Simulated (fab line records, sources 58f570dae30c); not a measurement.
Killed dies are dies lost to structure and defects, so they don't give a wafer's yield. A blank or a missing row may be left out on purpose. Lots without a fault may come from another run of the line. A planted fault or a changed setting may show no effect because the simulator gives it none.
Which tool did it? | flow berkeley_cmos170 | 8 lots, 24 wafers sampled, at 2 steps of a route of 331

WHAT THE GAUGES READ, wafer by wafer
UCB170_GATE_THK_MEAS_02. Usual: GATE_OXIDE_THK 6.65 nm, standard deviation 0.13.
lot  | measured    | on            | GATE_OXIDE_THK (nm)           | flag
L427 | day 6 09:48 | film_metro-02 | 6.32 6.29 6.54                |
L428 | day 6 09:55 | film_metro-04 | 6.58 6.52 6.40                |
L429 | day 6 09:50 | film_metro-02 | 6.55 6.58 6.56                |
L430 | day 7 10:35 | film_metro-01 | 6.59 6.67 6.71                |
L431 | day 7 10:33 | film_metro-04 | 6.59 6.69 6.67                |
L434 | day 8 05:19 | film_metro-02 | 7.64 7.49 7.51 7.62 7.53 7.46 | OFF
L435 | day 8 05:23 | film_metro-01 | 7.51 7.53 7.59 7.51 7.50 7.62 | OFF
L436 | day 8 05:19 | film_metro-01 | 7.43 7.56 7.48 7.35 7.57 7.44 | OFF

WHICH TOOL RAN EACH LOT (tool, then ch and the chambers of the sampled wafers, then the start)
lot  | UCB170_GATE_OXIDATION_01
L427 | furnace-04 ch 0, day 6 08:17
L428 | furnace-04 ch 0, day 6 08:17
L429 | furnace-04 ch 0, day 6 08:17
L430 | furnace-01 ch 0, day 7 09:03
L431 | furnace-01 ch 0, day 7 09:03
L434 | furnace-01 ch 0, day 8 03:49
L435 | furnace-01 ch 0, day 8 03:49
L436 | furnace-01 ch 0, day 8 03:49
- UCB170_GATE_OXIDATION_01: target thk 6.6 nm, ox time 1800 s.

WHAT THE TOOLS THEMSELVES READ (means of the sampled wafers that have a number; where no wafer has one, the mark that the record gives instead)
UCB170_GATE_OXIDATION_01. Usual: spike_tc_load_C 875.9 C, standard deviation 2.4; tube_center_temp_C_max 852.1, standard deviation 0.32.
lot  | tool       | spike_tc_load_C (C) | tube_center_temp_C_max | flag
L427 | furnace-04 | 879.7               | 852.1                  |
L428 | furnace-04 | 879.9               | 852.1                  |
L429 | furnace-04 | 880.6               | 852.2                  |
L430 | furnace-01 | 875.5               | 852.5                  |
L431 | furnace-01 | 875.6               | 852.3                  |
L434 | furnace-01 | 874.7               | 852.2                  |
L435 | furnace-01 | 876.4               | 852.2                  |
L436 | furnace-01 | 874.6               | 852.3                  |

THE ANSWER, worked out from the rows above alone
Rule: a lot is off if the mean of its wafers that have a number lies more than 3 standard deviations from the usual mean. A lot without any number at a reading at which 4 lots or more have one is off too. The other lots that the step has rows for count as sound. The gauges are gone through in route order, then the tools' own readings, and for those a lot's mean is taken as printed above. The first step at which some lot is off is used, and at that step the reading that is off furthest; a lot without a number counts as furthest.
Off: L434, L435, L436, at UCB170_GATE_THK_MEAS_02 (GATE_OXIDE_THK).
A tool fits if, at a process step before that reading, it ran every lot that is off, and no sound lot after the first of them. The gauges at UCB170_GATE_THK_MEAS_02 are tried like those tools. One fits: furnace-01 at UCB170_GATE_OXIDATION_01. Its last sound lot is L430 (day 7 09:03), its first lot that is off L434 (day 8 03:49): a fault that began between those two fits.

WHAT THE SIMULATOR HAD PUT IN
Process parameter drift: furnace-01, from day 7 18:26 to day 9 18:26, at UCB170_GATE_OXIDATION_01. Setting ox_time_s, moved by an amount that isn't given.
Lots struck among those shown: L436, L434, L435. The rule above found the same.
